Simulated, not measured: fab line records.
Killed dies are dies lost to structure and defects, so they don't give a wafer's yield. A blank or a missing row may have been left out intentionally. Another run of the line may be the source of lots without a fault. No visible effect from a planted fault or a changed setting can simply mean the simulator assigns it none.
fab line records	flow berkeley_cmos170
record: lots: 5	wafers: 15	last_day: 12
route steps=331 shown ACTIVE@66 PFIELD@79 FIELD@89 SACOX@97 SCREENOX@100 NVT@104
lots with no fault: from the same line, run without faults
start_h: hours from the record's first day to the start of the lot's first wafer shown	wait_h: hours since the lot's step before	" identical to the entry in the row above	L1.1+2: several wafers, shown together as one row	- value missing, or start not given	* or withheld: withheld	< > ~ a bound
route shown NAME@n: NAME is a module with steps in the file, n the number in the route of the first one	usual: the fault-free wafers' mean and standard deviation	same: alike in all rows	chamber/n: place in a boat	sites: per-site readings	_std_site: how widely they spread, as a standard deviation	_edge_site: the outer-site mean with the inner-site mean subtracted	radius_mm: how far each site lies from the wafer's centre	mask NAME#n: copy n	behind: the tool/chamber that last shaped the wafer	hold: the reason the lot was held/the length of the hold in hours/how it ended	device: the n, p or np transistor that did not switch	end of line: tests of these same wafers at the route's end	a step given without rows: its recipe and nothing more	killed: at the first sort, the dies lost to defects and structure; wafer yield is something else	map: per-die view of a wafer (x killed, . not killed, _ where there is no die)
set.NAME: the setting that was run; set.NAME@STEP: the one run at that earlier step	model.NAME: the simulator's own value behind a step, which no gauge read
lots at some steps of the route; a table a step, a row a wafer
services: from which hour (start_h, from the record's first day; less than 0 if before it) a tool's chamber was out of use, for how many hours, and why
== steps ==
step: UCB170_ACTIVE_THK_MEAS_06
recipe: reads: Si3N4_of_ACTIVE_CVD_05
usual: ACTIVE_NITRIDE_THK: 220.4/2.5
lot.wafer	tool	chamber	start_h	wait_h	ACTIVE_NITRIDE_THK[nm]
L086.2	film_metro-01	-	140.37	0.0	222.5
L086.4	"	-	"	"	221.9
L086.5	"	-	"	"	221.2
L090.2	film_metro-01	-	158.17	0.0	218.4
L090.3	"	-	"	"	217.8
L090.6	"	-	"	"	217.7
L088.1	film_metro-02	-	158.18	0.0	222.6
L088.4	"	-	"	"	225.2
L088.5	"	-	"	"	225.1
L089.3	film_metro-04	-	158.20	0.0	221.5
L089.4	"	-	"	"	220.9
L089.5	"	-	"	"	218.6
L096.1	film_metro-01	-	186.10	0.0	219.2
L096.3	"	-	"	"	217.5
L096.6	"	-	"	"	219.5
step: UCB170_ACTIVE_HMDS_07
recipe: prime_time_s: 60	prime_temp_c: 100
same: prime_time_s: 60
lot.wafer	tool	chamber	start_h	wait_h
L086.2+4+5	litho_track-04	0	140.66	0.3
L090.2+3+6	litho_track-04	0	158.64	0.5
L089.3+4+5	litho_track-01	0	158.73	0.5
L088.1+4+5	litho_track-03	0	158.78	0.6
L096.1+3+6	litho_track-01	0	186.66	0.5
step: UCB170_ACTIVE_COAT_08
recipe: resist: KrF	spin_rpm: 1500	resist_thk_nm: 900
lot.wafer	tool	chamber	start_h	wait_h
L086.2+4+5	litho_track-04	0	140.81	0.1
L090.2+3+6	litho_track-04	0	158.79	0.1
L089.3+4+5	litho_track-01	0	158.88	0.1
L088.1+4+5	litho_track-03	0	158.93	0.1
L096.1+3+6	litho_track-01	0	186.81	0.1
step: UCB170_ACTIVE_SOFTBAKE_09
recipe: resist: KrF	temp_c: 130	time_s: 60
lot.wafer	tool	chamber	start_h	wait_h
L086.2+4+5	litho_track-04	0	140.96	0.1
L090.2+3+6	litho_track-04	0	158.94	0.1
L089.3+4+5	litho_track-01	0	159.03	0.1
L088.1+4+5	litho_track-03	0	159.08	0.1
L096.1+3+6	litho_track-01	0	186.96	0.1
step: UCB170_ACTIVE_EXPOSE_10
recipe: mask_id: ACTIVE	target_cd_nm: 1200	na: 0.5	sigma_outer: 0.6	source_shape: conventional	dose_mj: 20
usual: exposure_dose_mJ_cm2: 20.34/0.035
lot.wafer	tool	chamber	start_h	wait_h	mask	exposure_dose_mJ_cm2
L086.2	krf_scanner-02	0	141.13	0.1	ACTIVE#0	20.32
L086.4	"	0	"	"	ACTIVE#0	20.33
L086.5	"	0	"	"	ACTIVE#0	20.34
L090.2	krf_scanner-01	0	-	-	ACTIVE#0	20.40
L090.3	"	0	"	"	ACTIVE#0	20.38
L090.6	"	0	"	"	ACTIVE#0	20.36
L089.3	krf_scanner-02	0	159.56	0.5	ACTIVE#0	20.31
L089.4	"	0	"	"	ACTIVE#0	20.34
L089.5	"	0	"	"	ACTIVE#0	20.34
L088.1	krf_scanner-02	0	159.64	0.5	ACTIVE#0	20.33
L088.4	"	0	"	"	ACTIVE#0	20.30
L088.5	"	0	"	"	ACTIVE#0	20.30
L096.1	krf_scanner-01	0	187.31	0.3	ACTIVE#0	20.37
L096.3	"	0	"	"	ACTIVE#0	20.40
L096.6	"	0	"	"	ACTIVE#0	20.41
step: UCB170_ACTIVE_PEB_11
recipe: peb_temp_c: 130	peb_time_s: withheld	resist: KrF
lot.wafer	tool	chamber	start_h	wait_h
L086.2+4+5	litho_track-04	0	141.25	0.1
L090.2+3+6	litho_track-03	0	-	-
L089.3+4+5	litho_track-04	0	160.57	1.0
L088.1+4+5	litho_track-03	0	160.68	1.0
L096.1+3+6	litho_track-03	0	187.82	0.5
step: UCB170_ACTIVE_DEVELOP_12
recipe: developer: TMAH	develop_time_s: 45	resist: KrF	dev_temp_c: 21
lot.wafer	tool	chamber	start_h	wait_h
L086.2+4+5	litho_track-04	0	-	-
L090.2+3+6	litho_track-03	0	-	-
L089.3+4+5	litho_track-04	0	-	-
L088.1+4+5	litho_track-03	0	-	-
L096.1+3+6	litho_track-03	0	-	-
step: UCB170_ACTIVE_CD_MEAS_13
recipe: target_cd_nm: 1200
usual: cd_nm: 1199.6/1.2
lot.wafer	tool	chamber	start_h	wait_h	cd_nm
L086.2	cd_sem-01	-	141.52	-	1198.0
L086.4	"	-	"	"	1199.6
L086.5	"	-	"	"	1199.4
L090.2	cd_sem-02	-	160.70	-	1198.0
L090.3	"	-	"	"	1197.3
L090.6	"	-	"	"	1197.0
L089.3	cd_sem-01	-	160.83	-	1197.7
L089.4	"	-	"	"	1198.9
L089.5	"	-	"	"	1198.0
L088.1	cd_sem-01	-	160.95	-	1200.3
L088.4	"	-	"	"	1200.1
L088.5	"	-	"	"	1201.0
L096.1	cd_sem-01	-	188.10	-	1198.3
L096.3	"	-	"	"	1198.7
L096.6	"	-	"	"	1198.2
step: UCB170_ACTIVE_OVL_MEAS_14
usual: ACTIVE_OVL: 1/5
lot.wafer	tool	chamber	start_h	wait_h	ACTIVE_OVL[nm]
L086.2	overlay-02	-	141.63	0.1	3
L086.4	"	-	"	"	10
L086.5	"	-	"	"	12
L090.2	overlay-01	-	160.80	0.1	-5
L090.3	"	-	"	"	-3
L090.6	"	-	"	"	-2
L089.3	overlay-02	-	160.92	0.1	0
L089.4	"	-	"	"	3
L089.5	"	-	"	"	3
L088.1	overlay-02	-	161.07	0.1	-6
L088.4	"	-	"	"	-1
L088.5	"	-	"	"	9
L096.1	overlay-02	-	188.22	0.1	1
L096.3	"	-	"	"	3
L096.6	"	-	"	"	1
step: UCB170_ACTIVE_ETCH_15
recipe: chemistry: CH3F/Ar/O2	target: Si3N4	stop_on: SiO2	CH3F_flow_sccm: 20	Ar_flow_sccm: 50	O2_flow_sccm: 7	pressure_mtorr: 50	rf_w: 450	target_depth_a: 2420	over_etch_frac: 0.1	time_s: 151
usual: O2_flow_sccm: 7.000/0.021	drypump_motor_current_A: 5.6/0.4	oes_product_au: 0.941/0.018	throttle_valve_pct: 7.98/0.17
lot.wafer	tool	chamber	start_h	wait_h	O2_flow_sccm	drypump_motor_current_A	oes_product_au	rf_hours_counter_h	throttle_valve_pct
L086.2	rie_diel-01	0	141.66	0.0	7.003	5.3	0.949	36	8.01
L086.4	"	2	"	"	6.976	6.4	0.961	0	7.79
L086.5	"	3	"	"	7.000	5.5	0.951	-	8.04
L090.2	rie_diel-04	3	160.83	0.0	7.012	6.3	0.946	55	7.81
L090.3	"	1	"	"	7.013	5.9	0.931	2	7.79
L090.6	"	0	"	"	6.955	5.4	0.913	-	7.87
L089.3	rie_diel-03	1	160.95	0.0	6.971	5.7	0.965	6	8.16
L089.4	"	3	"	"	7.000	5.8	0.917	85	7.93
L089.5	"	3	"	"	7.018	5.8	0.910	-	7.93
L088.1	rie_diel-01	2	161.11	0.0	7.010	6.4	0.965	1	7.81
L088.4	"	1	"	"	6.996	5.9	0.951	109	7.87
L088.5	"	0	"	"	7.015	5.3	0.949	-	7.99
L096.1	rie_diel-03	1	188.25	0.0	6.983	5.7	0.956	8	8.16
L096.3	"	0	"	"	6.970	5.1	0.953	38	7.88
L096.6	"	3	"	"	6.992	5.8	0.922	-	7.92
step: UCB170_ACTIVE_STRIP_16
recipe: chemistry: O2	power_w: 400	pressure_mtorr: 3500	platen_temp_c: withheld	o2_flow_sccm: 400	overash_fraction: 0.5
usual: drypump_motor_current_A: 5.53/0.29	oes_product_au: 0.722/0.0048	strip_time_to_endpoint_s: 18.09/0.058
lot.wafer	tool	chamber	start_h	wait_h	drypump_motor_current_A	oes_product_au	rf_hours_counter_h	strip_time_to_endpoint_s
L086.2	plasma_asher-04	1	141.76	0.1	4.99	0.716	44	18.16
L086.4	"	0	"	"	5.92	0.727	-	18.14
L086.5	"	1	"	"	4.98	0.724	-	18.09
L090.2	plasma_asher-03	1	160.93	0.1	5.54	0.718	37	18.06
L090.3	"	1	"	"	5.53	0.723	-	18.04
L090.6	"	1	"	"	5.54	0.715	-	18.09
L089.3	plasma_asher-04	1	161.08	0.1	4.98	0.725	-	18.21
L089.4	"	0	"	"	5.94	0.718	-	18.07
L089.5	"	0	"	"	5.94	0.720	-	18.17
L088.1	plasma_asher-02	1	161.21	0.1	5.34	0.722	46	18.00
L088.4	"	1	"	"	5.32	0.719	-	18.05
L088.5	"	0	"	"	5.75	0.726	-	18.08
L096.1	plasma_asher-03	0	188.35	0.1	5.57	0.720	41	18.04
L096.3	"	1	"	"	5.53	0.728	-	18.00
L096.6	"	1	"	"	5.57	0.724	-	18.03
step: UCB170_ACTIVE_CD_MEAS_90
recipe: target_cd_nm: 1200
usual: cd_nm: 1199.5/1.3
lot.wafer	tool	chamber	start_h	wait_h	cd_nm
L086.2	cd_sem-02	-	141.88	0.1	1198.2
L086.4	"	-	"	"	1199.4
L086.5	"	-	"	"	1198.9
L090.2	cd_sem-02	-	161.05	0.1	1197.9
L090.3	"	-	"	"	1196.9
L090.6	"	-	"	"	1197.2
L089.3	cd_sem-01	-	161.23	0.1	1197.8
L089.4	"	-	"	"	1198.9
L089.5	"	-	"	"	1198.1
L088.1	cd_sem-01	-	161.31	0.1	1201.0
L088.4	"	-	"	"	1200.0
L088.5	"	-	"	"	1201.4
L096.1	cd_sem-01	-	188.50	0.1	1198.6
L096.3	"	-	"	"	1198.7
L096.6	"	-	"	"	1198.3
step: UCB170_ACTIVE_CLEAN_17
recipe: chemistry: SPM	temp_c: 120	time_s: 600
lot.wafer	tool	chamber	start_h	wait_h
L086.2+4+5	wet_bench-04	3	142.41	0.5
L088.1+4+5	wet_bench-01	3	164.15	2.8
L089.3+4+5	wet_bench-01	1	164.15	2.9
L090.2+3+6	wet_bench-01	0	164.15	3.1
L096.1+3+6	wet_bench-03	1	188.62	0.1
step: UCB170_PFIELD_HMDS_00
recipe: prime_time_s: 60	prime_temp_c: 100
same: prime_time_s: 60
lot.wafer	tool	chamber	start_h	wait_h
L086.2+4+5	litho_track-01	0	143.09	0.5
L089.3+4+5	litho_track-03	0	164.46	0.1
L088.1+4+5	litho_track-02	0	164.57	0.2
L090.2+3+6	litho_track-01	0	164.61	0.3
L096.1+3+6	litho_track-01	0	189.28	0.5
step: UCB170_PFIELD_COAT_01
recipe: resist: KrF	spin_rpm: 1500	resist_thk_nm: 900
lot.wafer	tool	chamber	start_h	wait_h
L086.2+4+5	litho_track-01	0	143.24	0.1
L089.3+4+5	litho_track-03	0	164.61	0.1
L088.1+4+5	litho_track-02	0	164.72	0.1
L090.2+3+6	litho_track-01	0	164.76	0.1
L096.1+3+6	litho_track-01	0	189.43	0.1
step: UCB170_PFIELD_SOFTBAKE_02
recipe: resist: KrF	temp_c: 130	time_s: 60
lot.wafer	tool	chamber	start_h	wait_h
L086.2+4+5	litho_track-01	0	143.39	0.1
L089.3+4+5	litho_track-03	0	164.76	0.1
L088.1+4+5	litho_track-02	0	164.87	0.1
L090.2+3+6	litho_track-01	0	164.91	0.1
L096.1+3+6	litho_track-01	0	189.58	0.1
step: UCB170_PFIELD_EXPOSE_03
recipe: mask_id: PFIELD	na: 0.5	sigma_outer: 0.6	source_shape: conventional	target_cd_nm: 1500	dose_mj: 30
usual: exposure_dose_mJ_cm2: 29.996/0.027
lot.wafer	tool	chamber	start_h	wait_h	mask	exposure_dose_mJ_cm2
L086.2	krf_scanner-02	0	143.66	0.2	PFIELD#0	29.997
L086.4	"	0	"	"	PFIELD#0	30.018
L086.5	"	0	"	"	PFIELD#0	30.020
L089.3	krf_scanner-02	0	-	-	PFIELD#0	29.988
L089.4	"	0	"	"	PFIELD#0	29.997
L089.5	"	0	"	"	PFIELD#0	29.945
L088.1	krf_scanner-02	0	165.02	0.1	PFIELD#0	29.970
L088.4	"	0	"	"	PFIELD#0	29.941
L088.5	"	0	"	"	PFIELD#0	29.957
L090.2	krf_scanner-02	0	165.15	0.2	PFIELD#0	29.946
L090.3	"	0	"	"	PFIELD#0	29.943
L090.6	"	0	"	"	PFIELD#0	30.000
L096.1	krf_scanner-02	0	189.96	0.4	PFIELD#0	29.974
L096.3	"	0	"	"	PFIELD#0	30.002
L096.6	"	0	"	"	PFIELD#0	29.976
step: UCB170_PFIELD_PEB_04
recipe: peb_temp_c: 130	peb_time_s: withheld	resist: KrF
lot.wafer	tool	chamber	start_h	wait_h
L086.2+4+5	litho_track-02	0	143.78	0.1
L088.1+4+5	litho_track-01	0	165.94	0.9
L089.3+4+5	litho_track-02	0	-	-
L090.2+3+6	litho_track-03	0	166.06	0.9
L096.1+3+6	litho_track-02	0	190.62	0.6
step: UCB170_PFIELD_DEVELOP_05
recipe: developer: TMAH	develop_time_s: 45	resist: KrF	dev_temp_c: 21
lot.wafer	tool	chamber	start_h	wait_h
L086.2+4+5	litho_track-02	0	-	-
L088.1+4+5	litho_track-01	0	-	-
L089.3+4+5	litho_track-02	0	-	-
L090.2+3+6	litho_track-03	0	-	-
L096.1+3+6	litho_track-02	0	-	-
step: UCB170_PFIELD_OVL_MEAS_06
usual: PFIELD_OVL: -1/5.9
lot.wafer	tool	chamber	start_h	wait_h	PFIELD_OVL[nm]
L086.2	overlay-02	-	144.04	-	-7
L086.4	"	-	"	"	-6
L086.5	"	-	"	"	-12
L089.3	overlay-02	-	166.21	-	-1
L089.4	"	-	"	"	-6
L089.5	"	-	"	"	-2
L088.1	overlay-01	-	166.21	-	-1
L088.4	"	-	"	"	-6
L088.5	"	-	"	"	3
L090.2	overlay-02	-	166.31	-	1
L090.3	"	-	"	"	-6
L090.6	"	-	"	"	-7
L096.1	overlay-02	-	190.89	-	-3
L096.3	"	-	"	"	1
L096.6	"	-	"	"	3
step: UCB170_PFIELD_IMPLANT_07
recipe: species: B	dose_cm2: 2e+13	energy_kev: 80	tilt_deg: 7
usual: end_station_pressure_torr: 5.03e-06/2.7e-07
lot.wafer	tool	chamber	start_h	wait_h	end_station_pressure_torr
L086.2	implanter-04	0	144.09	0.0	5.11e-06
L086.4	"	0	"	"	5.45e-06
L086.5	"	0	"	"	5.29e-06
L088.1	implanter-01	0	166.25	0.0	4.95e-06
L088.4	"	0	"	"	4.78e-06
L088.5	"	0	"	"	4.91e-06
L089.3	implanter-03	0	166.28	0.1	5.46e-06
L089.4	"	0	"	"	4.54e-06
L089.5	"	0	"	"	4.73e-06
L090.2	implanter-03	0	166.40	0.1	4.8e-06
L090.3	"	0	"	"	4.92e-06
L090.6	"	0	"	"	5.56e-06
L096.1	implanter-04	0	190.93	0.0	4.86e-06
L096.3	"	0	"	"	5.09e-06
L096.6	"	0	"	"	5.12e-06
step: UCB170_PFIELD_STRIP_08
recipe: chemistry: O2	power_w: 400	pressure_mtorr: 3500	platen_temp_c: withheld	o2_flow_sccm: 400	overash_fraction: 0.5
usual: drypump_motor_current_A: 5.7/0.33	oes_product_au: 0.734/0.0049	strip_time_to_endpoint_s: 21.63/0.07
lot.wafer	tool	chamber	start_h	wait_h	drypump_motor_current_A	oes_product_au	rf_hours_counter_h	strip_time_to_endpoint_s
L086.2	plasma_asher-02	1	144.22	0.1	5.4	0.740	44	21.64
L086.4	"	1	"	"	5.3	0.730	-	21.72
L086.5	"	1	"	"	5.3	0.738	-	21.71
L088.1	plasma_asher-01	0	166.40	0.1	5.9	0.727	5	21.67
L088.4	"	1	"	"	6.5	0.739	-	21.70
L088.5	"	1	"	"	6.5	0.728	-	21.71
L089.3	plasma_asher-02	0	166.41	0.1	5.8	0.730	-	21.54
L089.4	"	1	"	"	5.4	0.737	-	21.52
L089.5	"	1	"	"	5.4	0.735	-	21.54
L090.2	plasma_asher-03	1	166.53	0.1	5.6	0.731	38	21.62
L090.3	"	0	"	"	5.6	0.729	-	21.56
L090.6	"	0	"	"	5.6	0.731	-	21.64
L096.1	plasma_asher-03	0	191.08	0.1	5.6	0.735	41	21.67
L096.3	"	0	"	"	5.6	0.728	-	21.64
L096.6	"	1	"	"	5.5	0.732	-	21.63
step: UCB170_PFIELD_TW_MEAS_09
usual: PFIELD_TW: 595/3.7
lot.wafer	tool	chamber	start_h	wait_h	PFIELD_TW
L086.2	film_metro-02	-	144.33	0.1	606
L086.4	"	-	"	"	603
L086.5	"	-	"	"	604
L088.1	film_metro-01	-	166.50	0.1	591
L088.4	"	-	"	"	597
L088.5	"	-	"	"	592
L089.3	film_metro-02	-	166.50	0.1	600
L089.4	"	-	"	"	603
L089.5	"	-	"	"	604
L090.2	film_metro-03	-	166.64	0.1	592
L090.3	"	-	"	"	592
L090.6	"	-	"	"	593
L096.1	film_metro-02	-	191.18	0.1	596
L096.3	"	-	"	"	598
L096.6	"	-	"	"	602
step: UCB170_FIELD_CLEAN_00
recipe: chemistry: dHF	dilution: 25:1	time_s: 7.5
lot.wafer	tool	chamber	start_h	wait_h
L086.2+4+5	wet_bench-02	0	146.62	2.3
L089.3+4+5	wet_bench-02	0	166.54	0.0
L088.1+4+5	wet_bench-02	0	166.56	0.1
L090.2+3+6	wet_bench-02	1	166.69	0.0
L096.1+3+6	wet_bench-02	1	191.24	0.1
step: UCB170_FIELD_OXIDATION_01
recipe: temp_c: 1000	ambient: H2O	p_h2o_torr: 584.62	target_thk_a: 5583	ox_time_s: 7200
same: ox_time_s: 7200
lot.wafer	tool	chamber	start_h	wait_h
L086.2+4+5	furnace-01	0	146.65	0.0
L088.1+4+5	furnace-03	0	168.88	2.3
L089.3+4+5	furnace-03	0	168.88	2.3
L090.2+3+6	furnace-03	0	168.88	2.2
L096.1+3+6	furnace-03	0	191.89	0.6
step: UCB170_FIELD_THK_MEAS_02
recipe: reads: SiO2_of_FIELD_OXIDATION_01
usual: FIELD_OXIDE_THK: 558/8.3
lot.wafer	tool	chamber	start_h	wait_h	FIELD_OXIDE_THK[nm]
L086.2	film_metro-02	-	149.66	0.0	561
L086.4	"	-	"	"	568
L086.5	"	-	"	"	569
L088.1	film_metro-04	-	171.88	0.0	549
L088.4	"	-	"	"	554
L088.5	"	-	"	"	563
L090.2	film_metro-03	-	171.89	0.0	559
L090.3	"	-	"	"	558
L090.6	"	-	"	"	566
L089.3	film_metro-02	-	171.95	0.1	566
L089.4	"	-	"	"	558
L089.5	"	-	"	"	562
L096.1	film_metro-04	-	194.89	0.0	551
L096.3	"	-	"	"	552
L096.6	"	-	"	"	548
step: UCB170_FIELD_ANNEAL_03
recipe: temp_c: 1000	time_s: 1200	ambient: N2
lot.wafer	tool	chamber	start_h	wait_h
L086.2+4+5	furnace-03	0	152.16	2.5
L088.1+4+5	furnace-01	0	173.50	1.6
L089.3+4+5	furnace-01	0	173.50	1.5
L090.2+3+6	furnace-01	0	173.50	1.6
L096.1+3+6	furnace-03	0	194.95	0.1
step: UCB170_FIELD_WET_ETCH_04
recipe: chemistry: dHF	dilution: 10:1	target: SiO2	temp_c: 25	time_s: 60
lot.wafer	tool	chamber	start_h	wait_h
L086.2+4+5	wet_bench-02	0	153.49	0.0
L088.1+4+5	wet_bench-01	0	174.84	0.0
L089.3+4+5	wet_bench-01	1	174.84	0.0
L090.2+3+6	wet_bench-01	1	174.84	0.0
L096.1+3+6	wet_bench-03	3	196.74	0.5
step: UCB170_FIELD_WET_ETCH_05
recipe: chemistry: H3PO4	target: Si3N4	temp_c: 160	time_s: 12600
lot.wafer	tool	chamber	start_h	wait_h
L086.2+4+5	wet_bench-02	3	153.52	0.0
L088.1+4+5	wet_bench-01	1	174.86	0.0
L089.3+4+5	wet_bench-01	0	174.86	0.0
L090.2+3+6	wet_bench-01	3	174.86	0.0
L096.1+3+6	wet_bench-02	0	196.82	0.1
step: UCB170_FIELD_WET_ETCH_06
recipe: chemistry: BOE	dilution: 5:1	target: SiO2	temp_c: 25	time_s: 22
lot.wafer	tool	chamber	start_h	wait_h
L086.2+4+5	wet_bench-01	2	157.35	0.0
L088.1+4+5	wet_bench-01	2	178.69	0.0
L089.3+4+5	wet_bench-01	3	178.69	0.0
L090.2+3+6	wet_bench-01	1	178.69	0.0
L096.1+3+6	wet_bench-03	1	201.79	1.1
step: UCB170_FIELD_THK_MEAS_90
recipe: reads: SiO2_of_FIELD_OXIDATION_01
usual: FIELD_OXIDE_LEFT_1_THK: 441/8.5
lot.wafer	tool	chamber	start_h	wait_h	FIELD_OXIDE_LEFT_1_THK[nm]
L086.2	film_metro-03	-	157.37	0.0	445
L086.4	"	-	"	"	452
L086.5	"	-	"	"	453
L088.1	film_metro-04	-	178.70	0.0	431
L088.4	"	-	"	"	436
L088.5	"	-	"	"	445
L090.2	film_metro-03	-	178.71	0.0	444
L090.3	"	-	"	"	442
L090.6	"	-	"	"	450
L089.3	film_metro-02	-	178.72	0.0	449
L089.4	"	-	"	"	441
L089.5	"	-	"	"	445
L096.1	film_metro-04	-	201.81	0.0	434
L096.3	"	-	"	"	435
L096.6	"	-	"	"	433
step: UCB170_SACOX_CLEAN_00
recipe: chemistry: dHF	dilution: 25:1	time_s: 7.5
lot.wafer	tool	chamber	start_h	wait_h
L086.2+4+5	wet_bench-02	0	157.42	0.0
L088.1+4+5	wet_bench-02	2	178.76	0.1
L089.3+4+5	wet_bench-02	1	178.76	0.0
L090.2+3+6	wet_bench-02	1	178.76	0.0
L096.1+3+6	wet_bench-04	0	201.87	0.1
step: UCB170_SACOX_OXIDATION_01
recipe: temp_c: 900	ambient: O2	target_thk_a: 144	ox_time_s: 2400
same: ox_time_s: 2400
lot.wafer	tool	chamber	start_h	wait_h
L086.2+4+5	furnace-03	0	158.93	1.5
L088.1+4+5	furnace-03	0	180.31	1.5
L089.3+4+5	furnace-03	0	180.31	1.5
L090.2+3+6	furnace-03	0	180.31	1.5
L096.1+3+6	furnace-03	0	203.19	1.3
step: UCB170_SACOX_THK_MEAS_02
recipe: reads: SiO2_of_SACOX_OXIDATION_01
usual: SACOX_OXIDE_THK: 14.33/0.29
lot.wafer	tool	chamber	start_h	wait_h	SACOX_OXIDE_THK[nm]
L086.2	film_metro-04	-	160.60	0.0	14.47
L086.4	"	-	"	"	14.56
L086.5	"	-	"	"	14.62
L088.1	film_metro-03	-	181.98	0.0	14.51
L088.4	"	-	"	"	14.18
L088.5	"	-	"	"	14.37
L090.2	film_metro-01	-	181.99	0.0	13.85
L090.3	"	-	"	"	14.26
L090.6	"	-	"	"	14.05
L089.3	film_metro-04	-	182.00	0.0	14.70
L089.4	"	-	"	"	14.37
L089.5	"	-	"	"	14.21
L096.1	film_metro-04	-	204.86	0.0	13.87
L096.3	"	-	"	"	14.08
L096.6	"	-	"	"	14.28
step: UCB170_SCREENOX_WET_ETCH_00
recipe: chemistry: dHF	dilution: 25:1	target: SiO2	temp_c: 25	time_s: 200
lot.wafer	tool	chamber	start_h	wait_h
L086.2+4+5	wet_bench-02	1	160.65	0.0
L088.1+4+5	wet_bench-02	2	182.04	0.1
L089.3+4+5	wet_bench-02	1	182.04	0.0
L090.2+3+6	wet_bench-02	2	182.04	0.0
L096.1+3+6	wet_bench-02	2	204.92	0.1
step: UCB170_SCREENOX_OXIDATION_01
recipe: temp_c: 900	ambient: O2	target_thk_a: 144	ox_time_s: 2400
same: ox_time_s: 2400
lot.wafer	tool	chamber	start_h	wait_h
L086.2+4+5	furnace-01	0	161.99	1.3
L088.1+4+5	furnace-02	0	184.12	2.0
L089.3+4+5	furnace-02	0	184.12	2.0
L090.2+3+6	furnace-02	0	184.12	2.0
L096.1+3+6	furnace-02	0	209.49	4.5
step: UCB170_SCREENOX_THK_MEAS_02
recipe: reads: SiO2_of_SCREENOX_OXIDATION_01
usual: SCREENOX_OXIDE_THK: 14.38/0.23
lot.wafer	tool	chamber	start_h	wait_h	SCREENOX_OXIDE_THK[nm]
L086.2	film_metro-02	-	163.66	0.0	14.41
L086.4	"	-	"	"	14.37
L086.5	"	-	"	"	14.26
L088.1	film_metro-04	-	185.79	0.0	14.32
L088.4	"	-	"	"	14.19
L088.5	"	-	"	"	14.13
L090.2	film_metro-02	-	185.80	0.0	14.36
L090.3	"	-	"	"	14.47
L090.6	"	-	"	"	14.49
L089.3	film_metro-01	-	185.81	0.0	14.28
L089.4	"	-	"	"	14.65
L089.5	"	-	"	"	14.59
L096.1	film_metro-01	-	211.16	0.0	14.51
L096.3	"	-	"	"	14.37
L096.6	"	-	"	"	14.24
step: UCB170_SCREENOX_ANNEAL_03
recipe: temp_c: 900	time_s: 900	ambient: N2
lot.wafer	tool	chamber	start_h	wait_h
L086.2+4+5	furnace-01	0	164.90	1.2
L088.1+4+5	furnace-01	0	187.05	1.3
L089.3+4+5	furnace-01	0	187.05	1.2
L090.2+3+6	furnace-01	0	187.05	1.2
L096.1+3+6	furnace-01	0	216.10	4.9
step: UCB170_NVT_HMDS_00
recipe: prime_time_s: 60	prime_temp_c: 100
same: prime_time_s: 60
lot.wafer	tool	chamber	start_h	wait_h
L086.2+4+5	litho_track-04	0	166.98	0.8
L089.3+4+5	litho_track-02	0	188.59	0.3
L090.2+3+6	litho_track-04	0	188.65	0.3
L088.1+4+5	litho_track-03	0	188.82	0.5
L096.1+3+6	litho_track-03	0	217.49	0.1
step: UCB170_NVT_COAT_01
recipe: resist: KrF	spin_rpm: 1500	resist_thk_nm: 900
lot.wafer	tool	chamber	start_h	wait_h
L086.2+4+5	litho_track-04	0	167.13	0.1
L089.3+4+5	litho_track-02	0	188.74	0.1
L090.2+3+6	litho_track-04	0	188.80	0.1
L088.1+4+5	litho_track-03	0	188.97	0.1
L096.1+3+6	litho_track-03	0	217.64	0.1
step: UCB170_NVT_SOFTBAKE_02
recipe: resist: KrF	temp_c: 130	time_s: 60
lot.wafer	tool	chamber	start_h	wait_h
L086.2+4+5	litho_track-04	0	167.28	0.1
L089.3+4+5	litho_track-02	0	188.89	0.1
L090.2+3+6	litho_track-04	0	188.95	0.1
L088.1+4+5	litho_track-03	0	189.12	0.1
L096.1+3+6	litho_track-03	0	217.79	0.1
step: UCB170_NVT_EXPOSE_03
recipe: mask_id: PWELL	target_cd_nm: 3000	na: 0.5	sigma_outer: 0.6	source_shape: conventional	dose_mj: 30
usual: exposure_dose_mJ_cm2: 30.00/0.035
lot.wafer	tool	chamber	start_h	wait_h	mask	exposure_dose_mJ_cm2
L086.2	krf_scanner-02	0	167.43	0.1	PWELL#0	29.99
L086.4	"	0	"	"	PWELL#0	29.96
L086.5	"	0	"	"	PWELL#0	29.95
L089.3	krf_scanner-01	0	189.16	0.2	PWELL#0	29.98
L089.4	"	0	"	"	PWELL#0	29.98
L089.5	"	0	"	"	PWELL#0	30.00
L090.2	krf_scanner-02	0	189.38	0.4	PWELL#0	30.03
L090.3	"	0	"	"	PWELL#0	30.03
L090.6	"	0	"	"	PWELL#0	29.99
L088.1	krf_scanner-01	0	189.69	0.5	PWELL#0	29.99
L088.4	"	0	"	"	PWELL#0	29.98
L088.5	"	0	"	"	PWELL#0	29.97
L096.1	krf_scanner-01	0	218.28	0.5	PWELL#0	30.04
L096.3	"	0	"	"	PWELL#0	30.02
L096.6	"	0	"	"	PWELL#0	30.03
step: UCB170_NVT_PEB_04
recipe: peb_temp_c: 130	peb_time_s: withheld	resist: KrF
lot.wafer	tool	chamber	start_h	wait_h
L086.2+4+5	litho_track-04	0	168.33	0.9
L089.3+4+5	litho_track-02	0	189.94	0.8
L090.2+3+6	litho_track-04	0	190.00	0.6
L088.1+4+5	litho_track-03	0	190.45	0.7
L096.1+3+6	litho_track-03	0	218.40	0.1
== services ==
tool	chamber	start_h	hours	kind
krf_scanner-01	-	129.21	1.0	pm
krf_scanner-01	-	130.21	0.8	pm
krf_scanner-02	-	131.08	7.2	pm
krf_scanner-02	-	138.28	1.0	pm
krf_scanner-01	-	140.03	1.3	pm
rie_diel-01	-	151.16	2.8	pm
rie_diel-04	0	152.52	6.7	repair
krf_scanner-02	0	156.41	-	calibration
implanter-01	-	160.21	4.6	pm
krf_scanner-01	-	162.12	6.0	pm
implanter-04	-	166.03	2.5	repair
implanter-04	-	170.10	12.5	repair
plasma_asher-04	-	176.20	0.8	repair
rie_diel-01	3	180.24	-	clean
krf_scanner-01	-	182.18	3.6	pm
krf_scanner-01	-	191.02	2.2	repair
implanter-01	-	194.45	3.5	pm
krf_scanner-01	-	195.79	4.0	pm
plasma_asher-02	-	197.61	2.8	pm
implanter-01	-	199.27	1.7	repair
plasma_asher-03	-	213.39	2.5	repair
plasma_asher-03	-	213.41	3.6	repair
plasma_asher-03	-	214.37	3.7	repair
implanter-04	-	217.42	9.7	repair
== key ==
fault none
